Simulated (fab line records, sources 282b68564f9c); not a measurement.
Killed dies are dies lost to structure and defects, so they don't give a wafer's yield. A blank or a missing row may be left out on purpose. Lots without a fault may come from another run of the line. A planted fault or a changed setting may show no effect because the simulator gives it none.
Which tool did it? | flow rit_cmos | 13 lots, 39 wafers sampled, at 1 step of a route of 202

WHAT THE GAUGES READ, wafer by wafer
The record holds no reading of a measuring or inspecting step that can be judged against a usual standard deviation.

WHICH TOOL RAN EACH LOT (tool, then ch and the chambers of the sampled wafers, then the start)
lot  | RIT_PSD_STRIP_09
L136 | plasma_asher-04 ch 0, day 3 02:10
L137 | plasma_asher-04 ch 0,1, day 3 07:14
L139 | plasma_asher-04 ch 0,1, day 3 16:26
L140 | plasma_asher-04 ch 0,1, day 3 22:17
L142 | plasma_asher-01 ch 0,1, day 4 06:50
L143 | plasma_asher-02 ch 0,1, day 4 13:01
L144 | plasma_asher-02 ch 0,1, day 4 17:37
L145 | plasma_asher-02 ch 0,1, day 4 23:04
L146 | plasma_asher-04 ch 0,1, day 5 02:53
L148 | plasma_asher-04 ch 0,1, day 5 12:06
L154 | plasma_asher-01 ch 0,1, day 6 18:46
L155 | plasma_asher-04 ch 0,1, day 6 23:07
L156 | plasma_asher-01 ch 0,1, day 7 04:34
- RIT_PSD_STRIP_09: strips in O2, time 180 s.

WHAT THE TOOLS THEMSELVES READ (means of the sampled wafers that have a number; where no wafer has one, the mark that the record gives instead)
RIT_PSD_STRIP_09. Usual: drypump_motor_current_A 5.8 A, standard deviation 0.41; rf_refl_power_W 7.3 W, standard deviation 0.84; run_length_s 208.3 s, standard deviation 0.47.
lot  | tool            | drypump_motor_current_A (A) | rf_refl_power_W (W) | run_length_s (s) | flag
L136 | plasma_asher-04 | 6.3                         | 6.8                 | 207.6            |
L137 | plasma_asher-04 | 6.2                         | 7.3                 | 207.9            |
L139 | plasma_asher-04 | 6.2                         | 7.8                 | 208.0            |
L140 | plasma_asher-04 | 6.2                         | 7.3                 | 207.8            |
L142 | plasma_asher-01 | 5.9                         | 7.0                 | 208.7            |
L143 | plasma_asher-02 | 5.3                         | 6.9                 | 208.4            |
L144 | plasma_asher-02 | 5.4                         | 7.6                 | 208.6            |
L145 | plasma_asher-02 | 5.4                         | 8.0                 | 208.6            |
L146 | plasma_asher-04 | 6.2                         | 7.3                 | 207.8            |
L148 | plasma_asher-04 | 6.2                         | 7.7                 | 208.3            |
L154 | plasma_asher-01 | 5.6                         | 7.0                 | 208.3            |
L155 | plasma_asher-04 | 6.2                         | 7.2                 | 208.1            |
L156 | plasma_asher-01 | 5.6                         | 7.0                 | 117.3            | OFF

THE ANSWER, worked out from the rows above alone
Rule: a lot is off if the mean of its wafers that have a number lies more than 3 standard deviations from the usual mean. A lot without any number at a reading at which 4 lots or more have one is off too. The other lots that the step has rows for count as sound. The gauges are gone through in route order, then the tools' own readings, and for those a lot's mean is taken as printed above. The first step at which some lot is off is used, and at that step the reading that is off furthest; a lot without a number counts as furthest.
Off: L156, at RIT_PSD_STRIP_09 (run_length_s).
A tool fits if, at that step or a process step before it, it ran every lot that is off, and no sound lot after the first of them. One fits: plasma_asher-01 at RIT_PSD_STRIP_09. Its last sound lot is L154 (day 6 18:46), its first lot that is off L156 (day 7 04:34): a fault that began between those two fits.
The tool's own readings at RIT_PSD_STRIP_09 bear it out: on the lots that are off they differ by more than 5 times the standard deviation of the sound lots' means. run_length_s reads 117.3 s there against 208.2 s on the sound lots.

WHAT THE SIMULATOR HAD PUT IN
Strip aborted: plasma_asher-01, from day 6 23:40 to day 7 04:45, at RIT_PSD_STRIP_09. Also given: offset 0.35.
Lots struck among those shown: L156. The rule above found the same.
